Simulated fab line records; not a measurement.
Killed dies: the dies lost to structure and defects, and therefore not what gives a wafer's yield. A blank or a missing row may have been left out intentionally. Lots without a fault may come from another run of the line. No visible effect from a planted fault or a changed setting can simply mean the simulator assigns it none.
A struck lot beside a sound one | flow berkeley-cmos170 | 14 steps out of a route of 331
Sound: wafers L320.1, L320.4, L320.6. Wafers struck: L329.2, L329.5, L329.6. The cause is given at the end.
For every step that has rows: the tool of each side, followed by ch and its chambers, followed by its first start. Under that, the readings that differ: sound wafers | struck wafers | difference of the means | sigmas: that difference in standard deviations of wafers without a fault.
alike: readings with means less than 2 such deviations apart, plus words and numbers identical on both sides. not compared: withheld readings, readings lacking a value on some wafer, bounds such as >300 that could conceal the same value, and numbers that have no deviation in the record and whose values overlap.
Wherever a step has rows on one side only, a row that says differs or no value, or a row with sigmas, the two part there. Numbers that have no deviation but don't overlap get no sigmas and don't part them. Lack of a reading on every wafer of one side parts them only where that side has two or more wafers.

first, 1 step without rows for these wafers: UCB170_START_OXIDATION_02 (target thk 20 nm, ox time 1800 s).
UCB170_START_THK_MEAS_03:
  struck on film-metro-03, day 3 18:59; sound on film-metro-03, day 1 18:18
  alike: START_OXIDE_THK
then, 7 steps without rows for these wafers: UCB170_START_ANNEAL_04 (time 1200 s); UCB170_ZERO_HMDS_00 (prime time 60 s); UCB170_ZERO_COAT_01 (resist thk 900 nm); UCB170_ZERO_SOFTBAKE_02 (time 60 s); UCB170_ZERO_EXPOSE_03 (exposes mask PM MARKS, target cd 4000 nm); UCB170_ZERO_PEB_04; UCB170_ZERO_DEVELOP_05 (develop time 45 s).
UCB170_ZERO_ETCH_06: etches SiO2 in CHF3/CF4/Ar, time 12 s.
  sound on rie-diel-02 ch 0,2, day 2 00:34; struck on rie-diel-03 ch 1,2,3, day 4 00:11
  alike: drypump-motor-current-A, oes-product-au, rf-fwd-power-W, throttle-valve-pct
  not compared: rf-hours-counter-h
UCB170_ZERO_STRIP_07: strips in O2.
  sound on plasma-asher-03 ch 1, day 2 00:35; struck on plasma-asher-03 ch 0,1, day 4 00:13
  alike: drypump-motor-current-A, oes-product-au, strip-time-to-endpoint-s
  not compared: rf-hours-counter-h
then, 1 step without rows for these wafers: UCB170_NWELL_WET_ETCH_00 (etches SiO2 in dHF, time 200 s).
UCB170_NWELL_OXIDATION_01: target thk 26.4 nm, ox time 1260 s.
  sound on furnace-01 ch 0, day 2 06:40; struck on furnace-01, day 4 01:49
  no value came back on the struck wafers for ox-temp-c (C), ox-temp-c-max; on the sound wafers ox-temp-c (C) reads 1000.2 999.8 1000.0
then, 1 step without rows for these wafers: UCB170_NWELL_ANNEAL_03 (time 900 s).

WHERE THEY PART
Only at UCB170_NWELL_OXIDATION_01, within this record.

WHY: whatever the simulator had introduced
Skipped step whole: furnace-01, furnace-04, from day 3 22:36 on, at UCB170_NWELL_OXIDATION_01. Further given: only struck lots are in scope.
